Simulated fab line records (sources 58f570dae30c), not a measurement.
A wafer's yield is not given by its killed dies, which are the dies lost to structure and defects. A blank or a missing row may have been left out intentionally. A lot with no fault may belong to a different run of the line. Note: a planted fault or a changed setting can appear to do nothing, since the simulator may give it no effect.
Which tool was responsible?    flow berkeley_cmos170    45 wafers from 15 lots sampled at 5 of the route's 331 steps

## WHAT EACH GAUGE READ, for each wafer
UCB170_NWELL_THK_MEAS_05.
lot   measured     on             NWELL_NITRIDE_THK (nm)
L784  day 2 02:05  film_metro-04  221.8 224.5 222.5
L786  day 2 15:48  film_metro-04  228.2 227.7 227.9
L787  day 2 19:53  film_metro-02  228.7 229.8 228.4
L789  day 3 07:18  film_metro-01  225.5 226.3 225.3
L790  day 3 14:13  film_metro-02  224.7 226.6 226.7
L791  day 3 18:08  film_metro-01  226.8 226.0 228.0
L793  day 4 04:08  film_metro-01  225.5 223.7 224.2
L795  day 4 11:40  film_metro-04  227.1 227.3 227.1
L794  day 4 11:40  film_metro-02  224.9 225.0 224.8
L797  day 5 02:29  film_metro-01  223.7 222.7 225.8
L798  day 5 06:01  film_metro-02  227.9 225.1 225.7
L799  day 5 06:55  film_metro-04  224.5 226.8 226.7
L801  day 5 18:13  film_metro-01  221.3 222.1 221.3
L804  day 6 08:23  film_metro-02  224.8 227.8 226.6
L806  day 6 16:51  film_metro-02  222.0 220.8 222.6

UCB170_PFIELD_TW_MEAS_09.
lot   measured     on             PFIELD_TW
L784  day 4 06:11  film_metro-04  607 602 604
L786  day 4 12:45  film_metro-04  605 601 607
L787  day 5 02:14  film_metro-02  595 594 593
L789  day 5 05:51  film_metro-02  595 594 591
L790  day 5 17:47  film_metro-01  587 585 591
L791  day 6 01:36  film_metro-02  597 593 595
L793  day 6 01:30  film_metro-02  595 596 594
L795  day 6 11:36  film_metro-04  602 607 605
L794  day 6 11:20  film_metro-04  605 605 607
L797  day 7 05:01  film_metro-04  702 700 698
L798  day 7 04:52  film_metro-04  702 699 701
L799  day 7 08:44  film_metro-04  605 601 600
L801  day 7 09:00  film_metro-02  690 693 692
L804  day 8 08:04  film_metro-04  600 605 605
L806  day 8 15:56  film_metro-04  601 601 601

UCB170_V2_THK_MEAS_01.
lot   measured      on             V2_TEOS_THK (nm)
L784  day 7 14:28   film_metro-03  1985 2034 2073
L786  day 7 14:49   film_metro-03  2019 1992 2057
L787  day 8 01:34   film_metro-01  1915 1978 2075
L789  day 8 11:48   film_metro-01  1992 2018 2065
L790  day 8 21:03   film_metro-01  1970 2058 2006
L791  day 9 08:40   film_metro-04  1945 1956 2009
L793  day 9 09:35   film_metro-03  2033 2044 2015
L795  day 9 16:16   film_metro-04  1982 2022 2027
L794  day 9 12:26   film_metro-01  2017 1988 2063
L797  day 10 13:13  film_metro-04  1918 1965 1974
L798  day 10 07:41  film_metro-03  2008 1938 1973
L799  day 10 13:40  film_metro-03  2029 1948 1977
L801  day 10 13:03  film_metro-03  1972 2002 1986
L804  day 11 12:48  film_metro-03  1913 1933 2004
L806  day 11 23:39  film_metro-04  2019 2035 2025

UCB170_V2_OVL_MEAS_13.
lot   measured      on          V2_OVL (nm)
L784  day 7 16:28   overlay-01  2 -5 -6
L786  day 7 16:50   overlay-01  1 8 -4
L787  day 8 03:14   overlay-02  4 -2 0
L789  day 8 13:32   overlay-02  -11 -8 -13
L790  day 8 23:43   overlay-01  1 -4 4
L791  day 9 11:52   overlay-02  -10 -17 -7
L793  day 9 11:59   overlay-01  -3 -3 4
L795  day 9 18:41   overlay-01  -5 -8 -1
L794  day 9 15:23   overlay-02  4 -1 3
L797  day 10 15:08  overlay-01  9 5 -1
L798  day 10 09:47  overlay-02  17 -2 3
L799  day 10 15:42  overlay-02  -6 2 -10
L801  day 10 14:51  overlay-02  -4 0 -3
L804  day 11 14:29  overlay-01  -1 -3 -6
L806  day 12 02:17  overlay-02  -12 -10 -3

## TOOL THAT RAN EACH LOT (tool first, then ch and the chambers of the sampled wafers, then the start)
lot   UCB170_PFIELD_IMPLANT_07
L784  implanter-03 ch 0, day 4 05:58
L786  implanter-03 ch 0, day 4 12:32
L787  implanter-03 ch 0, day 5 01:59
L789  implanter-03 ch 0, day 5 05:37
L790  implanter-03 ch 0, day 5 17:33
L791  implanter-03 ch 0, day 6 01:21
L793  implanter-02 ch 0, day 6 01:16
L795  implanter-02 ch 0, day 6 11:21
L794  implanter-03 ch 0, day 6 11:06
L797  implanter-03 ch 0, day 7 04:46
L798  implanter-03 ch 0, day 7 04:38
L799  implanter-02 ch 0, day 7 08:29
L801  implanter-03 ch 0, day 7 08:45
L804  implanter-02 ch 0, day 8 07:49
L806  implanter-02 ch 0, day 8 15:42
- UCB170_PFIELD_IMPLANT_07

## AS READ BY THE TOOLS THEMSELVES (means over the sampled wafers that have a number; for cases with no such wafer, the mark the record gives instead)
UCB170_PFIELD_IMPLANT_07.
lot   tool          dose_ions_cm2  faraday_current_uA
L784  implanter-03  1.9989e+13     64.0
L786  implanter-03  1.9973e+13     62.8
L787  implanter-03  2.0005e+13     62.2
L789  implanter-03  1.9991e+13     62.5
L790  implanter-03  1.9997e+13     63.9
L791  implanter-03  1.9981e+13     62.5
L793  implanter-02  1.9998e+13     64.0
L795  implanter-02  2.0007e+13     63.3
L794  implanter-03  1.9999e+13     64.2
L797  implanter-03  3.2012e+13     101.2
L798  implanter-03  3.1988e+13     102.2
L799  implanter-02  1.9990e+13     63.6
L801  implanter-03  3.2000e+13     103.9
L804  implanter-02  2.0023e+13     64.4
L806  implanter-02  2.0007e+13     63.7

## THE ANSWER, worked out from the rows above alone
Rule: what is usual is taken from the lots themselves. The widest of any qualifying gaps counts: lots, ordered by their means at a reading, are off when they make up no more than a third of the lots, leave a main group of 4 or more, and stand apart from it by 3 or more times the standard deviation of that group's means. A main group is skipped when, at the precision printed for the reading in the tables above, its means are all equal. Also off: a lot with no number at a reading for which 4 or more lots have one. All remaining lots with rows at the step are treated as sound. First the gauges in route order, then the tools' own readings, where a lot's mean is used as printed above. The first step at which some lot is off is used, and at that step the reading that is off furthest; a lot without a number counts as furthest.
Off: L797, L798, L801, seen at UCB170_PFIELD_TW_MEAS_09 (PFIELD_TW). For the main group the mean is 599 and the standard deviation 5.6.
If a tool, at a process step before that reading, ran all the lots that are off and no sound lot after the first of them, it fits. The gauges at UCB170_PFIELD_TW_MEAS_09 aren't tried: what is off there is off at UCB170_PFIELD_IMPLANT_07 too, on other tools, and a gauge's error can't cause that. One fits: implanter-03 at UCB170_PFIELD_IMPLANT_07. A fault onset in the window from L794 (day 6 11:06, its last sound lot) to L798 (day 7 04:38, its first lot off) fits.
The tool's own readings at UCB170_PFIELD_IMPLANT_07 bear it out: on the lots that are off they differ by more than 5 times the standard deviation of the sound lots' means. dose_ions_cm2 reads 3.2000e+13 there against 1.9997e+13 on the sound lots; faraday_current_uA reads 102.4 there against 63.4 on the sound lots.

## WHAT THE SIMULATOR HAD INSERTED
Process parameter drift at UCB170_PFIELD_IMPLANT_07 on implanter-03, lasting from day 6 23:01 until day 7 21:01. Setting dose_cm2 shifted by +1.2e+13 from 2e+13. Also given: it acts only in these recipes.
Shown lots that were struck: L797, L798, L801. The rule given above showed the same thing.
